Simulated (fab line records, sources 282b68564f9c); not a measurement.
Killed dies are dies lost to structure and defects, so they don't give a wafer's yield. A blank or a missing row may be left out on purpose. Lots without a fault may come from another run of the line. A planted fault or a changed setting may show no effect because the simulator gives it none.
Split-lot experiment | flow rit_cmos | 5 lots, 23 wafers read, on a route of 202 steps

THE SPLIT
At RIT_NLDD_COAT_01 (resist thk 1000 nm), the setting resist_thk_nm was moved away from the recipe's 1000 nm on 8 of the 23 wafers read, by -5.1% to +5.0%. The other wafers ran this setting at the recipe's value.

FROM THE SPLIT TO THE READING: what the file shows between them, 1 step
- RIT_NLDD_DEVELOP_05: develop time 50 s (also split here: develop_time_s)

THE READING
NOVOLAK_of_NLDD_COAT_01.thk_nm (the simulator's own value, which no gauge read), in nm, at RIT_NLDD_HARDBAKE_07 (time 60 s). The file gives no usual value for it. The 15 wafers here that ran the recipe average 882.6 nm, standard deviation 2.1 nm.

wafer  | tool, chamber at the split | resist_thk_nm as run, nm | against the recipe | NOVOLAK_of_NLDD_COAT_01.thk_nm, nm | against lot-mates on the recipe
L077.1 | litho_track-03, 0          | 948.9                    | -5.1%              | 840.1                              | -44.2
L077.2 | litho_track-03, 0          | 1000                     | recipe             | 885.4                              | -
L077.3 | litho_track-03, 0          | 1000                     | recipe             | 885.7                              | -
L077.5 | litho_track-03, 0          | 948.9                    | -5.1%              | 839.5                              | -44.8
L077.6 | litho_track-03, 0          | 1000                     | recipe             | 881.9                              | -
L079.1 | litho_track-04, 0          | 1000                     | recipe             | 880.3                              | -
L079.2 | litho_track-04, 0          | 1025                     | +2.5%              | 902.5                              | +21.6
L079.3 | litho_track-04, 0          | 1000                     | recipe             | 882.4                              | -
L079.4 | litho_track-04, 0          | 1000                     | recipe             | 880                                | -
L079.6 | litho_track-04, 0          | 1025                     | +2.5%              | 903.1                              | +22.2
L080.1 | litho_track-03, 0          | 1000                     | recipe             | 884.1                              | -
L080.2 | litho_track-03, 0          | 1000                     | recipe             | 883                                | -
L080.3 | litho_track-03, 0          | 1000                     | recipe             | 883.4                              | -
L080.4 | litho_track-03, 0          | 1050                     | +5.0%              | 926                                | +42.5
L080.5 | litho_track-03, 0          | 1050                     | +5.0%              | 927.6                              | +44.1
L081.2 | litho_track-03, 0          | 1000                     | recipe             | 880.4                              | -
L081.3 | litho_track-03, 0          | 1000                     | recipe             | 882.5                              | -
L081.5 | litho_track-03, 0          | 1000                     | recipe             | 883.5                              | -
L082.2 | litho_track-04, 0          | 950.7                    | -4.9%              | 838.9                              | -43.2
L082.3 | litho_track-04, 0          | 1000                     | recipe             | 886.1                              | -
L082.4 | litho_track-04, 0          | 1000                     | recipe             | 880.7                              | -
L082.5 | litho_track-04, 0          | 1000                     | recipe             | 879.6                              | -
L082.6 | litho_track-04, 0          | 950.7                    | -4.9%              | 841.5                              | -40.6

THE FIT
A straight line over all 23 wafers: NOVOLAK_of_NLDD_COAT_01.thk_nm changes by +8.56 nm for each +1% of resist_thk_nm; r = +1.00; the points scatter about the line by 1.9 nm.
The same after taking each lot's own level away (the mean of its wafers on the recipe; 23 wafers): +8.64 nm for each +1%; r = +1.00; scatter 1.5 nm.
On that fit, the largest move of resist_thk_nm shifts the reading by 44 nm.
The lots' own levels span 880.90 to 884.33 nm, that is 1.7 times the standard deviation above.
So the lot-to-lot level changes the slope little: the two slopes agree.
Check: with one of the wafers moved furthest among these (-5.1%) left out of the fit, the line predicts -44.1 nm for it against its lot-mates. It came out at -44.2 nm against them.

OTHER SPLITS ON THESE WAFERS
These wafers also went through other splits before the reading. Each is held against what the fit with the lots' levels taken away leaves over:
other split on the same wafers     | wafers away from the commonest value | r with NOVOLAK_of_NLDD_COAT_01.thk_nm (lot level and that fit taken away)
RIT_GATE_EXPOSE_13 dose_mj         | 9                                    | +0.07
RIT_GATE_ETCH_19 over_etch_frac    | 7                                    | -0.01
RIT_NLDD_DEVELOP_05 develop_time_s | 10                                   | -0.04

THE WHOLE CHAIN: every reading that the file lists as answering this split, in the file's order
step                 | what it does       | reading                                                                         | change (the file's fit)              | r (the file's)
RIT_NLDD_COAT_01     | resist thk 1000 nm | NOVOLAK_of_NLDD_COAT_01.thk_nm (the simulator's own value, which no gauge read) | +9.88 nm for each +1% of the setting | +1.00
RIT_NLDD_HARDBAKE_07 | time 60 s          | NOVOLAK_of_NLDD_COAT_01.thk_nm (the simulator's own value, which no gauge read) | +8.64 nm for each +1% of the setting | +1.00

THE FILE'S OWN FIT
NOVOLAK_of_NLDD_COAT_01.thk_nm changes by +8.64 nm for each +1% of resist_thk_nm, r = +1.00.
